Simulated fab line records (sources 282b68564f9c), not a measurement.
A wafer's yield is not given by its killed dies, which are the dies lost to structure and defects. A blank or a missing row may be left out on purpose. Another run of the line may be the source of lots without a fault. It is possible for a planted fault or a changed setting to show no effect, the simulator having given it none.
Lot-split experiment	flow rit cmos	5 lots, 23 wafers read, on a route of 202 steps

THE SPLIT ITSELF
At RIT_NWELL_IMPLANT_08, the setting dose cm2 was moved away from the recipe's 5e+13 on 7 of the 23 wafers read, by -6.8% to +5.4%. All remaining wafers had this setting at the recipe value.

FROM THE SPLIT TO THE READING: what the file shows between them, 6 steps
- RIT_NWELL_STRIP_09: strips in O2, time 180 s
- RIT_NWELL_TW_MEAS_10
- RIT_PWELL_IMPLANT_08 (also split here: dose cm2)
- RIT_PWELL_STRIP_09: strips in O2, time 180 s
- RIT_PWELL_TW_MEAS_10
- RIT_WELLDRIVE_ANNEAL_00: time 14700 s

THE READING
At RIT_WELLDRIVE_RS_MEAS_01, a four-point-probe measurement gives NWELL_RS in ohm/sq. A value of 275.9 ohm/sq with a standard deviation of 0.78 ohm/sq is what fault-free wafers of this fab line usually give.

wafer	tool, chamber at the split	dose cm2 as run	against the recipe	NWELL_RS, ohm/sq	against lot-mates on the recipe
L078.2	implanter-01, 0	5e+13	recipe	276.3	-
L078.3	implanter-01, 0	4.849e+13	-3.0%	280.9	+4.7
L078.4	implanter-01, 0	4.849e+13	-3.0%	281.8	+5.6
L078.5	implanter-01, 0	5e+13	recipe	275.6	-
L078.6	implanter-01, 0	5e+13	recipe	276.6	-
L080.1	implanter-04, 0	5e+13	recipe	275.2	-
L080.4	implanter-04, 0	5e+13	recipe	275.2	-
L080.5	implanter-04, 0	5e+13	recipe	275.8	-
L081.1	implanter-03, 0	5.269e+13	+5.4%	268.5	-8.1
L081.2	implanter-03, 0	5e+13	recipe	276.5	-
L081.3	implanter-03, 0	5.269e+13	+5.4%	267.3	-9.3
L081.5	implanter-03, 0	5.269e+13	+5.4%	267.7	-8.9
L081.6	implanter-03, 0	5e+13	recipe	276.7	-
L084.2	implanter-04, 0	5e+13	recipe	277.0	-
L084.3	implanter-04, 0	5e+13	recipe	276.6	-
L084.4	implanter-04, 0	5e+13	recipe	276.6	-
L084.5	implanter-04, 0	5e+13	recipe	277.1	-
L084.6	implanter-04, 0	5e+13	recipe	277.0	-
L085.1	implanter-03, 0	5e+13	recipe	275.9	-
L085.2	implanter-03, 0	5e+13	recipe	276.7	-
L085.3	implanter-03, 0	5e+13	recipe	276.1	-
L085.5	implanter-03, 0	4.658e+13	-6.8%	288.5	+12.3
L085.6	implanter-03, 0	4.658e+13	-6.8%	288.6	+12.4

THE FIT
A straight line over all 23 wafers: NWELL_RS changes by -1.68 ohm/sq for each +1% of dose cm2; r = -0.99; the points scatter about the line by 0.63 ohm/sq.
The same after taking each lot's own level away (the mean of its wafers on the recipe; 23 wafers): -1.72 ohm/sq for each +1%; r = -1.00; scatter 0.41 ohm/sq.
That fit puts the effect of the largest move of dose cm2 on the reading at 12 ohm/sq.
Measured against the standard deviation above, the lots' own levels, which go from 275.40 to 276.86 ohm/sq, span 1.9 times it.
Consequently the slope shifts little with the lot-to-lot level, the two slopes agreeing.
Check: with one of the wafers moved furthest among these (-6.8%) left out of the fit, the line predicts +11.7 ohm/sq for it against its lot-mates. Against them it came out at +12.3 ohm/sq.

THE OTHER SPLITS THESE WAFERS WENT THROUGH
Note: prior to the reading, these wafers also went through further splits. Each is held against what the fit with the lots' levels taken away leaves over:
other split on the same wafers	wafers away from the commonest value	r with NWELL_RS (lot level and that fit taken away)
RIT_ACTIVE_CVD_03 time s	15	+0.05
RIT_ACTIVE_EXPOSE_08 dose mj	5	+0.03
RIT_FOX1_OXIDATION_00 temp c	10	+0.19
RIT_PWELL_IMPLANT_08 dose cm2	7	-0.04

THE WHOLE CHAIN: every reading that the file lists as answering this split, in the file's order
step	what it does	reading	change (the file's fit)	r (the file's)
RIT_NWELL_TW_MEAS_10		NWELL_TW	+6.84 for each +1% of the setting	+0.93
RIT_WELLDRIVE_RS_MEAS_01	measures by four-point-probe	NWELL_RS	-1.74 for each +1% of the setting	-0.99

THE FILE'S OWN FIT
NWELL_RS changes by -1.74 ohm/sq for each +1% of dose cm2, r = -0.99.
